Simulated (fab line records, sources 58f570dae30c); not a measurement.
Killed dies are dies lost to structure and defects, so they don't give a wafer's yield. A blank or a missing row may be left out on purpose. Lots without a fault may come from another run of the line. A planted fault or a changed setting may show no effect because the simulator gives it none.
A sampling plan put to the test | flow berkeley_cmos170 | one fab line, 42 faults that these records tell of, each judged on the records of the lots that it struck; 1 more is left out, because the records don't allow judging it
The plan is the line's own looks: the steps of the route at which a gauge or an inspection reads the wafer and doesn't change it. A look can be judged if struck wafers have a number there and the file gives its usual mean and standard deviation on fault-free wafers. Caught: at a look after the fault's first step, the mean of the struck wafers lies 4 or more of those standard deviations (sigma) from the usual mean. On the tool: the same test on the tool's own readings at the fault's steps. Another recipe on the struck wafers, or a record that is blank for them alone, also counts as caught.

THE FAULTS, as the simulator had put them in
1. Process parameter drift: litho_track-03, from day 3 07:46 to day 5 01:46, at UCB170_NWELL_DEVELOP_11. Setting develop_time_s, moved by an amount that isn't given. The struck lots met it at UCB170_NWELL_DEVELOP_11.
2. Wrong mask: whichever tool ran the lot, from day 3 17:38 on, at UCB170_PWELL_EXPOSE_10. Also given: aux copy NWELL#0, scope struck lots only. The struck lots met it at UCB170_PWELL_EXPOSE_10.
3. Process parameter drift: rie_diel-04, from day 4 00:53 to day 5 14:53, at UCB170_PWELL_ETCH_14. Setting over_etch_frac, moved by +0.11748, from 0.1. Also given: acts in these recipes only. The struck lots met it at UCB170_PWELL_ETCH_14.
4. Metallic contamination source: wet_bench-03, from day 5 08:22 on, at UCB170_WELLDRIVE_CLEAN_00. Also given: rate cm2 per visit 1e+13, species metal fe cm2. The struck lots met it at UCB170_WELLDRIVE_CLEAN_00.
5. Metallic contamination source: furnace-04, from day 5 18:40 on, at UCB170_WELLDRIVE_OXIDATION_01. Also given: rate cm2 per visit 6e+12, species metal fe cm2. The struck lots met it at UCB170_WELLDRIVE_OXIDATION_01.
6. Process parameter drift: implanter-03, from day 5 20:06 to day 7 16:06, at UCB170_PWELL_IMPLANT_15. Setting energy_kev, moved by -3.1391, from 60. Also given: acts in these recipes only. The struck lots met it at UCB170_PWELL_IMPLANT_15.
7. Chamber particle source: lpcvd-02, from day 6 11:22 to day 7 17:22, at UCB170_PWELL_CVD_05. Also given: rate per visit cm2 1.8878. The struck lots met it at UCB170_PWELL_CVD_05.
8. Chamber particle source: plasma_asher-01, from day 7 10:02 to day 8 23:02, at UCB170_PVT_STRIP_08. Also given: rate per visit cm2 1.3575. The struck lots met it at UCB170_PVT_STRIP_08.
9. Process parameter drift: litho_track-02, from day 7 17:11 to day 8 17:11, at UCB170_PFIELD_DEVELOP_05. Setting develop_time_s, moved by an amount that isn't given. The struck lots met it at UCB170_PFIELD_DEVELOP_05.
10. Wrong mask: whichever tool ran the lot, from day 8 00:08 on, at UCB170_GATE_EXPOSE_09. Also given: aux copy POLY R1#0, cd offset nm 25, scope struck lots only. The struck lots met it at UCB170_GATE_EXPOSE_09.
11. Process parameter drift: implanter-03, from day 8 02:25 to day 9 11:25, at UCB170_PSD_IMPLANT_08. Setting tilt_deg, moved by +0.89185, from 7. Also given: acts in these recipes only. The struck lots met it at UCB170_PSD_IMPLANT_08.
12. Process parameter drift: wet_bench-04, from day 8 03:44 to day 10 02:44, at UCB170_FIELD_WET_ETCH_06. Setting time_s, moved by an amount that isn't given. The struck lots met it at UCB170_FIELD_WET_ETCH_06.
13. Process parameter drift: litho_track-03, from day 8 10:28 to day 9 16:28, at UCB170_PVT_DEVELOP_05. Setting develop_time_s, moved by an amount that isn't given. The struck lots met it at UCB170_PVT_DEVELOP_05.
14. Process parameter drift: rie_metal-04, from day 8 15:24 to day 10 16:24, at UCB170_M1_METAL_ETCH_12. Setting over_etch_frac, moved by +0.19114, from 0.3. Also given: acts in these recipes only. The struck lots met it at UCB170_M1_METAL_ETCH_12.
15. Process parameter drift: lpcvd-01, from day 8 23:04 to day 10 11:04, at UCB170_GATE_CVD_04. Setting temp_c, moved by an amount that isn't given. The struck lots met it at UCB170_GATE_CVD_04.
16. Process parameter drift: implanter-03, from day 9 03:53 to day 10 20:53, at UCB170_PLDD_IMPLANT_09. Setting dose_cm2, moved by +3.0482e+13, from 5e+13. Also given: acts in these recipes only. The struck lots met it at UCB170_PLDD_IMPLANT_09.
17. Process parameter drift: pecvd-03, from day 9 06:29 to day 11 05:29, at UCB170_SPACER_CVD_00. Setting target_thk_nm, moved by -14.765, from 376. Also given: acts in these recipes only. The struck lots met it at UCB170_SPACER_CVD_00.
18. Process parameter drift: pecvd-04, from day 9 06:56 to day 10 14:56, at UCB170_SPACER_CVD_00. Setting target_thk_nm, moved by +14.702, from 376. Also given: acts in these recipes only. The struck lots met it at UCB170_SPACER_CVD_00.
19. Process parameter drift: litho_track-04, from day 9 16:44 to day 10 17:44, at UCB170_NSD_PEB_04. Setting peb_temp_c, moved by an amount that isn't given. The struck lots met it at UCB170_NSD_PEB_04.
20. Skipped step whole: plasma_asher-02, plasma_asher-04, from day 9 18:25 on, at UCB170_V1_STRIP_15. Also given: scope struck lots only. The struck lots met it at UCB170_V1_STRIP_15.
21. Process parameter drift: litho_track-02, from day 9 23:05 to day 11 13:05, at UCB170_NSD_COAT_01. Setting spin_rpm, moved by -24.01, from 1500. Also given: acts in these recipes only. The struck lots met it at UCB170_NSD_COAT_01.
22. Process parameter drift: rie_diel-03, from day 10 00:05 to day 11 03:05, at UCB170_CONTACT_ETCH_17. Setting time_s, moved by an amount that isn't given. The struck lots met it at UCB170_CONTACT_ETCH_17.
23. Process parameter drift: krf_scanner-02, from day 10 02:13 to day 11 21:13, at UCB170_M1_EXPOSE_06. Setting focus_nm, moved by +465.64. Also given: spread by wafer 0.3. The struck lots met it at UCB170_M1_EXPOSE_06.
24. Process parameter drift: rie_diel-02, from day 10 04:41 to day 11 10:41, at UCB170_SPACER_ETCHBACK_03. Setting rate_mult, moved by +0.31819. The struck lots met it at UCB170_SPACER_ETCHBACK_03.
25. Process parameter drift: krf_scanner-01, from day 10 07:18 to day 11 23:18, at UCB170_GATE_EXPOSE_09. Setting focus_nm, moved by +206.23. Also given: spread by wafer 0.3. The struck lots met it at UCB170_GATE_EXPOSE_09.
26. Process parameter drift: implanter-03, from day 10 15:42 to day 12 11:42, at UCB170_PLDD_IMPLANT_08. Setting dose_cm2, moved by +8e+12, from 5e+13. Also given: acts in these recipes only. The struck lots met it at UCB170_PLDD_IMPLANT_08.
27. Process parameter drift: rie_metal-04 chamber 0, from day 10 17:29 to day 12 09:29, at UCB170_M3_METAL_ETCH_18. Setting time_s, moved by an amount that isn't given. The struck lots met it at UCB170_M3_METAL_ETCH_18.
28. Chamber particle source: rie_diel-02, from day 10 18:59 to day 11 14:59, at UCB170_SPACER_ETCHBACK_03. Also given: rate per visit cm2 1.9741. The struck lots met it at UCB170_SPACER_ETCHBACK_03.
29. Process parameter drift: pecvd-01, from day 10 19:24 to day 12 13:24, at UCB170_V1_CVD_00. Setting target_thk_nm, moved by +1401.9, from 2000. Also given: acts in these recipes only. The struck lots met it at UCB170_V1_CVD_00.
30. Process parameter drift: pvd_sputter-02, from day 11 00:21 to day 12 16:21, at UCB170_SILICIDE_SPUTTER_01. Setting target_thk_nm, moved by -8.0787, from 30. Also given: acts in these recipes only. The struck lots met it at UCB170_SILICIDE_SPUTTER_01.
31. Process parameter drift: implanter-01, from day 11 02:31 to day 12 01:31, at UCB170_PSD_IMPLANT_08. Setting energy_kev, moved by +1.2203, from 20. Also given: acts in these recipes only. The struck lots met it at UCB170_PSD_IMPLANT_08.
32. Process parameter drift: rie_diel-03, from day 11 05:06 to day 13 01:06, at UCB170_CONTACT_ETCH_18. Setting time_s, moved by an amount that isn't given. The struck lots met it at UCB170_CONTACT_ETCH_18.
33. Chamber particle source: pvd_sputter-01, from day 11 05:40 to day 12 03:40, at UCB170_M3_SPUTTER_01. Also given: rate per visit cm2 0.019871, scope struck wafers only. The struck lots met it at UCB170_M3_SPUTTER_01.
34. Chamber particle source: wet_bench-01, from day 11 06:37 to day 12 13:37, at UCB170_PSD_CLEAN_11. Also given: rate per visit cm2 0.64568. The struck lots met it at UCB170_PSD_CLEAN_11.
35. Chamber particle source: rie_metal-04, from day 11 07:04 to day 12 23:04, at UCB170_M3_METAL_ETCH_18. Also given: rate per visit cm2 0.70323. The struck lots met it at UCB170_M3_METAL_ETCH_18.
36. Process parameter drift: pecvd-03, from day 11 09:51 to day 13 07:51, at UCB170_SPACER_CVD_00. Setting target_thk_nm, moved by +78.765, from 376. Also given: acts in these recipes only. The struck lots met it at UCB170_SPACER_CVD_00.
37. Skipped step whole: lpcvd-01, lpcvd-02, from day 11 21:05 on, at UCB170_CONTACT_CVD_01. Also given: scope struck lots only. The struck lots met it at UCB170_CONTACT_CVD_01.
38. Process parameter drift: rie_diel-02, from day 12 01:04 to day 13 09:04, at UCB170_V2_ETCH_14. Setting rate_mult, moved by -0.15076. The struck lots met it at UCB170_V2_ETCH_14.
39. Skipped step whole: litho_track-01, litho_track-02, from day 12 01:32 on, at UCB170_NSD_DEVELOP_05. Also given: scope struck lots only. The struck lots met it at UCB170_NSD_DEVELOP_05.
40. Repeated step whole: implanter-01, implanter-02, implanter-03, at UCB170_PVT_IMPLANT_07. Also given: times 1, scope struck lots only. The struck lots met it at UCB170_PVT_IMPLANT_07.
41. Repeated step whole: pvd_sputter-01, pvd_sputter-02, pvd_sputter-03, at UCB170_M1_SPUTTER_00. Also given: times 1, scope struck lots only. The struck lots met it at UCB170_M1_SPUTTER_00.
42. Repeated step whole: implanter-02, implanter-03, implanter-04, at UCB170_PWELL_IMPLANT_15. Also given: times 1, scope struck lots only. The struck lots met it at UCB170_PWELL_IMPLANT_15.

WHAT THE PLAN SAW
fault | on the tool itself                               | first look that catches it                      | reading, sigma                                                | median hours from its first step to that look | hours from the fault's start to the first struck lot there | judged looks passed uncaught
1     | no reading that can be judged                    | UCB170_NWELL_TW_MEAS_16                         | NWELL_TW -99 or beyond                                        | 1.0                                           | 17                                                         | 0
2     | no reading that can be judged                    | UCB170_PWELL_TW_MEAS_17                         | PWELL_TW -99 or beyond                                        | 1.7                                           | 7                                                          | 0
3     | only faintly: oes_product_au -3.8 sigma          | no look after it can be judged                  | -                                                             | -                                             | -                                                          | 0
4     | no reading that can be judged                    | none of the 6 looks that can be judged after it | -                                                             | -                                             | -                                                          | 6
5     | under 2 sigma                                    | none of the 7 looks that can be judged after it | -                                                             | -                                             | -                                                          | 7
6     | beam_energy_keV -99 or beyond sigma              | no look after it can be judged                  | -                                                             | -                                             | -                                                          | 0
7     | under 2 sigma                                    | none of the 2 looks that can be judged after it | -                                                             | -                                             | -                                                          | 2
8     | under 2 sigma                                    | not the one look that can be judged after it    | -                                                             | -                                             | -                                                          | 1
9     | under 2 sigma                                    | UCB170_PFIELD_TW_MEAS_09                        | PFIELD_TW -99 or beyond                                       | 1.2                                           | 2                                                          | 1
10    | under 2 sigma                                    | UCB170_GATE_CD_MEAS_12                          | cd_nm +20                                                     | 0.4                                           | 12                                                         | 0
11    | tilt_deg +42 sigma                               | no look after it can be judged                  | -                                                             | -                                             | -                                                          | 0
12    | run_length_s -4.5 sigma                          | not the one look that can be judged after it    | -                                                             | -                                             | -                                                          | 1
13    | under 2 sigma                                    | UCB170_PVT_TW_MEAS_09                           | PVT_TW -99 or beyond                                          | 0.9                                           | 7                                                          | 0
14    | oes_product_au -6.4 sigma                        | not the one look that can be judged after it    | -                                                             | -                                             | -                                                          | 1
15    | susceptor_temp_C -38 sigma                       | UCB170_GATE_THK_MEAS_05                         | GATE_POLY_THK -24                                             | 1.4                                           | 10                                                         | 0
16    | dose_ions_cm2 +99 or beyond sigma                | UCB170_PLDD_TW_MEAS_11                          | PLDD_TW +20                                                   | 0.2                                           | 9                                                          | 0
17    | under 2 sigma                                    | none of the 3 looks that can be judged after it | strongest: SPACER_TEOS_THK at UCB170_SPACER_THK_MEAS_01, -3.5 | -                                             | -                                                          | 3
18    | under 2 sigma                                    | not the one look that can be judged after it    | strongest: SPACER_TEOS_THK at UCB170_SPACER_THK_MEAS_01, +2.6 | -                                             | -                                                          | 1
19    | heater_power_total_W -65 sigma                   | UCB170_NSD_CD_MEAS_06                           | cd_nm -31                                                     | 0.3                                           | 7                                                          | 0
20    | the tool's record is blank for the struck wafers | no look after it can be judged                  | -                                                             | -                                             | -                                                          | 0
21    | spin_speed_rpm -24 sigma                         | not the one look that can be judged after it    | -                                                             | -                                             | -                                                          | 1
22    | under 2 sigma                                    | none of the 9 looks that can be judged after it | -                                                             | -                                             | -                                                          | 9
23    | exposure_dose_mJ_cm2 -14 sigma                   | UCB170_M1_CD_MEAS_09                            | cd_nm -4.5                                                    | 0.4                                           | 23                                                         | 0
24    | under 2 sigma                                    | none of the 6 looks that can be judged after it | -                                                             | -                                             | -                                                          | 6
25    | exposure_dose_mJ_cm2 -5.5 sigma                  | not the one look that can be judged after it    | strongest: cd_nm at UCB170_GATE_CD_MEAS_12, -2.9              | -                                             | -                                                          | 1
26    | dose_ions_cm2 +99 or beyond sigma                | UCB170_PLDD_TW_MEAS_11                          | PLDD_TW +5.7                                                  | 0.4                                           | 12                                                         | 0
27    | run_length_s -45 sigma                           | no look after it can be judged                  | -                                                             | -                                             | -                                                          | 0
28    | under 2 sigma                                    | not the one look that can be judged after it    | -                                                             | -                                             | -                                                          | 1
29    | under 2 sigma                                    | UCB170_V1_THK_MEAS_01                           | V1_TEOS_THK +50                                               | 0.1                                           | 8                                                          | 0
30    | under 2 sigma                                    | UCB170_SILICIDE_RS_MEAS_02                      | SILICIDE_TI_RS +32                                            | 0.1                                           | 6                                                          | 0
31    | beam_energy_keV +99 or beyond sigma              | not the one look that can be judged after it    | strongest: PSD_TW at UCB170_PSD_TW_MEAS_10, +2.3              | -                                             | -                                                          | 1
32    | run_length_s -14 sigma                           | no look after it can be judged                  | -                                                             | -                                             | -                                                          | 0
33    | under 2 sigma                                    | none of the 6 looks that can be judged after it | -                                                             | -                                             | -                                                          | 6
34    | under 2 sigma                                    | none of the 2 looks that can be judged after it | -                                                             | -                                             | -                                                          | 2
35    | under 2 sigma                                    | no look after it can be judged                  | -                                                             | -                                             | -                                                          | 0
36    | under 2 sigma                                    | UCB170_SPACER_THK_MEAS_01                       | SPACER_TEOS_THK +14                                           | 0.0                                           | 4                                                          | 0
37    | the tool's record is blank for the struck wafers | no look after it can be judged                  | -                                                             | -                                             | -                                                          | 0
38    | under 2 sigma                                    | no look after it can be judged                  | -                                                             | -                                             | -                                                          | 0
39    | no reading that can be judged                    | no look after it can be judged                  | -                                                             | -                                             | -                                                          | 0
40    | no reading that can be judged                    | UCB170_PVT_TW_MEAS_09                           | PVT_TW +52                                                    | 0.7                                           | -                                                          | 0
41    | under 2 sigma                                    | UCB170_M1_RS_MEAS_01                            | M1_AL_RS -47                                                  | 0.4                                           | -                                                          | 0
42    | no reading that can be judged                    | UCB170_PWELL_TW_MEAS_17                         | PWELL_TW +51                                                  | 0.6                                           | -                                                          | 0
A dash: the fault isn't caught, or these records don't give the number.

Caught at a look: 16 of 42. Caught on the tool: 16 of 42. By one or the other: 27 of 42.
Caught on the tool alone: faults 6, 11, 12, 14, 20, 21, 25, 27, 31, 32, 37.
Caught at a look alone: faults 1, 2, 9, 10, 13, 29, 30, 36, 40, 41, 42.
Caught by neither: faults 3, 4, 5, 7, 8, 17, 18, 22, 24, 28, 33, 34, 35, 38, 39.

THINNER SAMPLING
If the look that catches a fault measured only every second or every third lot, by lot number, the first struck lot would be measured this late in the worst case:
fault | struck lots at that look, in order of time | every lot | every second lot | every third lot
1     | L110, L112, L114                           | 17 h      | may miss all 3   | 40 h
2     | L701                                       | 7 h       | may miss it      | may miss it
9     | L856, L858                                 | 2 h       | may miss all 2   | may miss all 2
10    | L150                                       | 12 h      | may miss it      | may miss it
13    | L669, L671                                 | 7 h       | may miss all 2   | may miss all 2
15    | L319, L321, L320                           | 10 h      | 10 h             | 10 h
16    | L916, L919                                 | 9 h       | 24 h             | may miss all 2
19    | L861, L864                                 | 7 h       | 23 h             | may miss all 2
23    | L671                                       | 23 h      | may miss it      | may miss it
26    | L548, L550                                 | 12 h      | may miss all 2   | may miss all 2
29    | L623, L626                                 | 8 h       | 20 h             | may miss all 2
30    | L968, L972                                 | 6 h       | may miss all 2   | may miss all 2
36    | L726, L728                                 | 4 h       | may miss all 2   | may miss all 2
Hours are from the fault's start to the first struck lot that is measured. The limit of 4 sigma was tested on all struck wafers together, so one lot alone may lie under it. Other struck lots may not be in these records.

THE LONGEST TIMED WAY FROM STEP TO LOOK
Fault 2: a median of 1.7 hours passes between UCB170_PWELL_EXPOSE_10 and UCB170_PWELL_TW_MEAS_17. No look between them can be judged.
